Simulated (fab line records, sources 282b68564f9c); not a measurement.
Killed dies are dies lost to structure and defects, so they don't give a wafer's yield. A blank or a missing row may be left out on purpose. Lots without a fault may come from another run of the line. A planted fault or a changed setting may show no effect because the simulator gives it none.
fab line records | flow rit_cmos
record lots=14 wafers=42 last_day=7
route steps=202 shown NRETRO@55 M1@202
lots that met no fault: from a run of the same line without faults
start_h: hours from the record's first day to the start of the lot's first wafer shown | wait_h: hours since the lot's step before | " the same as in the row above | L1.1+2: a row that stands for several wafers | - no value, or no start given | * or withheld: withheld | < > ~ a bound
route shown NAME@n: a module of which the file shows steps, and the number in the route of the first | usual: mean/standard deviation of fault-free wafers | same: alike in all rows | chamber/n: place in a boat | sites: the reading at each site | _std_site: their standard deviation | _edge_site: outer sites' mean less inner sites' | radius_mm: how far each site lies from the wafer's centre | mask NAME#n: copy n | behind: the tool/chamber that last shaped the wafer | hold: why the lot was held/for how many hours/how that ended | device: the transistor (n, p or np) that didn't switch | end of line: the same wafers' tests at the end of the route | a step without rows: its recipe alone | killed: dies lost to structure and defects at the first sort, not the wafer's yield | map: a wafer's dies, x killed, . not, _ none there
set.NAME: the setting as run; set.NAME@STEP: as run at that earlier step | model.NAME: the simulator's own value behind a step, which no gauge read
steps of the route over a sample of lots; a table a step, a row a wafer
## steps
# step RIT_NRETRO_SOFTBAKE_02
# recipe resist=NOVOLAK temp_c=90 time_s=60
# usual heater_power_total_W=34.56/0.053 plate_temp_C=90.01/0.11
# columns lot.wafer tool chamber start_h wait_h heater_power_total_W plate_temp_C
L169.2 litho_track-04 0 30.22 0.1 34.50 90.02
L169.3 " 0 " " 34.50 89.89
L169.4 " 0 " " 34.58 90.02
L171.3 litho_track-02 0 38.47 0.1 34.48 89.94
L171.4 " 0 " " 34.61 89.72
L171.5 " 0 " " 34.58 90.14
L172.1 litho_track-04 0 43.50 0.1 34.44 90.00
L172.2 " 0 " " 34.62 89.81
L172.6 " 0 " " 34.55 90.06
L173.1 litho_track-04 0 49.55 0.1 34.55 89.83
L173.4 " 0 " " 34.53 90.01
L173.5 " 0 " " 34.56 89.98
L174.1 litho_track-04 0 54.64 0.1 34.55 90.14
L174.2 " 0 " " 34.50 89.91
L174.6 " 0 " " 34.60 90.21
L176.1 litho_track-01 0 65.27 0.1 34.51 89.99
L176.3 " 0 " " 34.45 89.90
L176.6 " 0 " " 34.61 89.96
L177.1 litho_track-01 0 68.80 0.1 34.57 89.92
L177.2 " 0 " " 34.54 89.93
L177.4 " 0 " " 34.58 89.87
L178.1 litho_track-01 0 73.89 0.1 34.55 90.01
L178.3 " 0 " " 34.54 89.84
L178.6 " 0 " " 34.49 89.86
L179.1 litho_track-04 0 78.60 0.1 34.56 89.84
L179.3 " 0 " " 34.54 89.87
L179.4 " 0 " " 34.55 90.07
L182.2 litho_track-01 0 94.67 0.1 33.27 87.44
L182.5 " 0 " " 33.24 87.63
L182.6 " 0 " " 33.30 87.65
L184.1 litho_track-01 0 103.06 0.1 33.27 87.69
L184.2 " 0 " " 33.20 87.52
L184.4 " 0 " " 33.36 87.56
L189.1 litho_track-04 0 128.22 0.1 34.52 90.03
L189.2 " 0 " " 34.51 90.04
L189.6 " 0 " " 34.62 90.09
L190.2 litho_track-02 0 133.40 0.1 34.68 90.24
L190.4 " 0 " " 34.64 90.07
L190.6 " 0 " " 34.55 90.10
L191.3 litho_track-02 0 139.56 0.1 34.47 90.03
L191.4 " 0 " " 34.52 90.16
L191.5 " 0 " " 34.53 89.95
# step RIT_M1_PROBE_99
# usual killed_at_M0_to_M3=0.0/0.14 killed_at_contacts=0.0/0.22 killed_at_front_end=7/3 killed_dies=7/3.1 killed_on_rim=1.9/1.3 killed_open=3.4/2.1 killed_short=3.2/1.9
# same gross_dies=264 killed_at_M4_up=0 killed_at_back_side=0 killed_at_other=0
# columns lot.wafer tool chamber start_h wait_h killed_at_M0_to_M3 killed_at_contacts killed_at_front_end killed_dies killed_on_rim killed_open killed_short
L169.2 prober-01 - 58.50 0.1 0 0 5 5 1 1 4
L169.3 prober-01 - 58.55 0.2 0 0 13 13 5 5 8
L169.4 prober-01 - 58.60 0.2 0 0 9 9 5 5 4
L171.3 prober-01 - 69.02 0.2 0 0 2 2 1 1 1
L171.4 prober-01 - 69.07 0.2 0 0 6 6 1 3 3
L171.5 prober-01 - 69.12 0.2 0 0 2 2 0 1 1
L172.1 prober-01 - 73.28 0.1 0 0 6 6 3 2 4
L172.2 prober-01 - 73.33 0.1 0 0 7 7 0 4 3
L172.6 prober-01 - 73.53 0.2 1 0 7 8 2 4 4
L173.1 prober-02 - 78.70 0.1 0 0 9 9 3 7 2
L173.4 prober-02 - 78.85 0.2 0 1 7 8 0 6 2
L173.5 prober-02 - 78.90 0.2 0 0 10 10 4 6 4
L174.1 prober-01 - 82.12 0.1 0 0 5 5 2 2 3
L174.2 prober-01 - 82.17 0.1 0 0 6 6 2 2 4
L174.6 prober-01 - 82.37 0.2 0 0 7 7 4 4 3
L176.1 prober-01 - 93.52 0.1 0 1 9 10 3 5 5
L176.3 prober-01 - 93.62 0.2 0 0 5 5 3 1 4
L176.6 prober-01 - 93.77 0.2 0 0 5 5 1 4 1
L177.1 prober-02 - 99.56 0.1 0 0 4 4 3 3 1
L177.2 prober-02 - 99.61 0.1 0 0 7 7 2 4 3
L177.4 prober-02 - 99.71 0.2 0 0 6 6 1 2 4
L178.1 prober-01 - 101.50 0.1 0 0 2 2 2 2 0
L178.3 prober-01 - 101.60 0.2 0 0 9 9 2 4 5
L178.6 prober-01 - 101.75 0.2 0 0 6 6 2 1 5
L179.1 prober-02 - 107.02 0.1 0 0 3 3 2 1 2
L179.3 prober-02 - 107.12 0.2 0 0 6 6 2 4 2
L179.4 prober-02 - 107.17 0.2 0 0 5 5 1 2 3
L182.2 prober-01 - 123.63 0.1 0 0 13 13 2 5 8
L182.5 prober-01 - 123.78 0.2 0 0 3 3 0 0 3
L182.6 prober-01 - 123.83 0.2 0 0 7 7 0 6 1
L184.1 prober-01 - 131.29 0.1 0 0 4 4 2 4 0
L184.2 prober-01 - 131.34 0.1 0 0 6 6 1 3 3
L184.4 prober-01 - 131.44 0.2 0 0 11 11 3 8 3
L189.1 prober-02 - 159.83 0.1 0 0 9 9 3 5 4
L189.2 prober-02 - 159.88 0.1 0 0 12 12 4 6 6
L189.6 prober-02 - 160.08 0.2 0 0 12 12 3 4 8
L190.2 prober-01 - 161.97 0.1 0 0 2 2 1 0 2
L190.4 prober-01 - 162.07 0.2 0 0 4 4 3 2 2
L190.6 prober-01 - 162.17 0.2 0 0 8 8 2 4 4
L191.3 prober-02 - 168.77 0.2 0 0 11 11 4 6 5
L191.4 prober-02 - 168.82 0.2 1 0 4 5 2 3 2
L191.5 prober-02 - 168.87 0.2 0 1 4 5 2 3 2
# killed by level:class
L169.2 GATE:geometric_particle:short=3 GATE:geometric_particle:open=1 REOX:geometric_particle:short=1
L169.3 GATE:geometric_particle:open=4 SILICIDE:geometric_particle:short=3 REOX:geometric_particle:short=2 FOX1:geometric_particle:short=1 GATE:geometric_particle:short=1 SPACER:geometric_particle:short=1 SPACER:geometric_particle:open=1
L169.4 GATE:geometric_particle:open=3 FOX1:geometric_particle:open=2 FOX1:geometric_particle:short=2 GATE:geometric_particle:short=2
L171.3 GATE:geometric_particle:short=1 REOX:geometric_particle:open=1
L171.4 REOX:geometric_particle:open=2 REOX:geometric_particle:short=2 FOX2:geometric_particle:short=1 SILICIDE:geometric_particle:open=1
L171.5 GATE:geometric_particle:open=1 REOX:geometric_particle:short=1
L172.1 SPACER:geometric_particle:short=2 FOX2:geometric_particle:short=1 GATE:geometric_particle:open=1 REOX:geometric_particle:short=1 SILICIDE:geometric_particle:open=1
L172.2 FOX2:geometric_particle:open=2 GATE:geometric_particle:open=2 FOX2:geometric_particle:short=1 REOX:geometric_particle:short=1 SPACER:geometric_particle:short=1
L172.6 FOX1:geometric_particle:open=1 FOX2:geometric_particle:open=1 GATE:geometric_particle:short=1 GATE:geometric_particle:open=1 REOX:geometric_particle:short=1 REOX:geometric_particle:open=1 SPACER:geometric_particle:short=1 M1:geometric_particle:short=1
L173.1 GATE:geometric_particle:open=5 FOX2:geometric_particle:short=1 FOX2:geometric_particle:open=1 SPACER:geometric_particle:short=1 SILICIDE:geometric_particle:open=1
L173.4 GATE:geometric_particle:open=4 GATE:geometric_particle:short=1 SPACER:geometric_particle:short=1 SPACER:geometric_particle:open=1 CONTACT:geometric_particle:open=1
L173.5 GATE:geometric_particle:open=2 SILICIDE:geometric_particle:open=2 GATE:geometric_particle:short=1 REOX:geometric_particle:short=1 REOX:geometric_particle:open=1 SPACER:geometric_particle:short=1 SPACER:geometric_particle:open=1 SILICIDE:geometric_particle:short=1
L174.1 FOX1:geometric_particle:short=2 GATE:geometric_particle:open=1 GATE:geometric_particle:short=1 SILICIDE:geometric_particle:open=1
L174.2 FOX2:geometric_particle:short=2 GATE:geometric_particle:short=2 GATE:geometric_particle:open=2
L174.6 GATE:geometric_particle:short=3 GATE:geometric_particle:open=2 FOX1:geometric_particle:open=1 SPACER:geometric_particle:open=1
L176.1 FOX1:geometric_particle:short=2 SPACER:geometric_particle:open=2 FOX1:geometric_particle:open=1 FOX2:geometric_particle:short=1 SPACER:geometric_particle:short=1 SILICIDE:geometric_particle:short=1 SILICIDE:geometric_particle:open=1 CONTACT:geometric_particle:open=1
L176.3 FOX1:geometric_particle:short=2 SILICIDE:geometric_particle:short=2 FOX2:geometric_particle:open=1
L176.6 REOX:geometric_particle:open=2 FOX1:geometric_particle:open=1 FOX2:geometric_particle:short=1 FOX2:geometric_particle:open=1
L177.1 GATE:geometric_particle:open=3 GATE:geometric_particle:short=1
L177.2 GATE:geometric_particle:open=4 GATE:geometric_particle:short=2 FOX1:geometric_particle:short=1
L177.4 REOX:geometric_particle:short=2 FOX1:geometric_particle:short=1 FOX1:geometric_particle:open=1 GATE:geometric_particle:open=1 SILICIDE:geometric_particle:short=1
L178.1 GATE:geometric_particle:open=2
L178.3 GATE:geometric_particle:short=3 GATE:geometric_particle:open=2 FOX1:geometric_particle:open=1 REOX:geometric_particle:open=1 SPACER:geometric_particle:short=1 SILICIDE:geometric_particle:short=1
L178.6 GATE:geometric_particle:short=3 FOX1:geometric_particle:short=1 GATE:geometric_particle:open=1 REOX:geometric_particle:short=1
L179.1 GATE:geometric_particle:short=1 GATE:geometric_particle:open=1 REOX:geometric_particle:short=1
L179.3 REOX:geometric_particle:open=2 GATE:geometric_particle:short=1 GATE:geometric_particle:open=1 REOX:geometric_particle:short=1 SILICIDE:geometric_particle:open=1
L179.4 GATE:geometric_particle:open=2 SILICIDE:geometric_particle:short=2 GATE:geometric_particle:short=1
L182.2 GATE:geometric_particle:short=4 REOX:geometric_particle:short=4 GATE:geometric_particle:open=3 REOX:geometric_particle:open=1 SILICIDE:geometric_particle:open=1
L182.5 FOX2:geometric_particle:short=1 REOX:geometric_particle:short=1 SPACER:geometric_particle:short=1
L182.6 REOX:geometric_particle:open=4 FOX1:geometric_particle:short=1 FOX1:geometric_particle:open=1 SPACER:geometric_particle:open=1
L184.1 GATE:geometric_particle:open=2 FOX2:geometric_particle:open=1 SPACER:geometric_particle:open=1
L184.2 SPACER:geometric_particle:short=2 FOX1:geometric_particle:open=1 GATE:geometric_particle:short=1 GATE:geometric_particle:open=1 SILICIDE:geometric_particle:open=1
L184.4 SILICIDE:geometric_particle:open=4 GATE:geometric_particle:open=2 FOX1:geometric_particle:open=1 FOX2:geometric_particle:short=1 GATE:geometric_particle:short=1 REOX:geometric_particle:short=1 REOX:geometric_particle:open=1
L189.1 REOX:geometric_particle:short=2 FOX1:geometric_particle:short=1 FOX1:geometric_particle:open=1 FOX2:geometric_particle:open=1 GATE:geometric_particle:open=1 REOX:geometric_particle:open=1 SPACER:geometric_particle:open=1 SILICIDE:geometric_particle:short=1
L189.2 FOX2:geometric_particle:open=2 GATE:geometric_particle:open=2 REOX:geometric_particle:short=2 SPACER:geometric_particle:short=2 SILICIDE:geometric_particle:short=2 REOX:geometric_particle:open=1 SPACER:geometric_particle:open=1
L189.6 GATE:geometric_particle:short=3 REOX:geometric_particle:open=2 REOX:geometric_particle:short=2 FOX1:geometric_particle:short=1 FOX2:geometric_particle:short=1 FOX2:geometric_particle:open=1 SPACER:geometric_particle:short=1 SILICIDE:geometric_particle:open=1
L190.2 FOX1:geometric_particle:short=1 GATE:geometric_particle:short=1
L190.4 GATE:geometric_particle:short=2 FOX1:geometric_particle:open=1 GATE:geometric_particle:open=1
L190.6 GATE:geometric_particle:open=2 GATE:geometric_particle:short=2 FOX1:geometric_particle:open=1 SPACER:geometric_particle:open=1 SPACER:geometric_particle:short=1 SILICIDE:geometric_particle:short=1
L191.3 SILICIDE:geometric_particle:open=4 SILICIDE:geometric_particle:short=2 FOX1:geometric_particle:open=1 GATE:geometric_particle:short=1 REOX:geometric_particle:short=1 SPACER:geometric_particle:open=1 SPACER:geometric_particle:short=1
L191.4 GATE:geometric_particle:open=2 FOX2:geometric_particle:open=1 GATE:geometric_particle:short=1 M1:geometric_particle:short=1
L191.5 FOX1:geometric_particle:short=1 GATE:geometric_particle:open=1 SPACER:geometric_particle:open=1 SILICIDE:geometric_particle:short=1 CONTACT:geometric_particle:open=1
## key
first_sign step=RIT_NRETRO_SOFTBAKE_02 reading=heater_power_total_W direction=down sigmas=24 usual=34.56 struck=33.27
effect step=RIT_NRETRO_SOFTBAKE_02 reading=plate_temp_C direction=down sigmas=23 usual=* struck=*
met_at RIT_NRETRO_SOFTBAKE_02
struck_lots L182,L184
tester_left_out L182,L184
onset_between 73.89 94.67
fault kind=process_parameter_drift tool=litho_track-01 chamber=- onset_h=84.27 steps=RIT_NRETRO_SOFTBAKE_02 channel=temp_c offset=* shape=step end_h=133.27 acts_in=* stated=*
# tester_left_out: of these lots the tester's yield and bins aren't shown, on N5 and GAA mostly nor the transistor test; their killed dies are dies lost to structure and defects alone, not to doping, threshold or leakage, so they don't give the yield
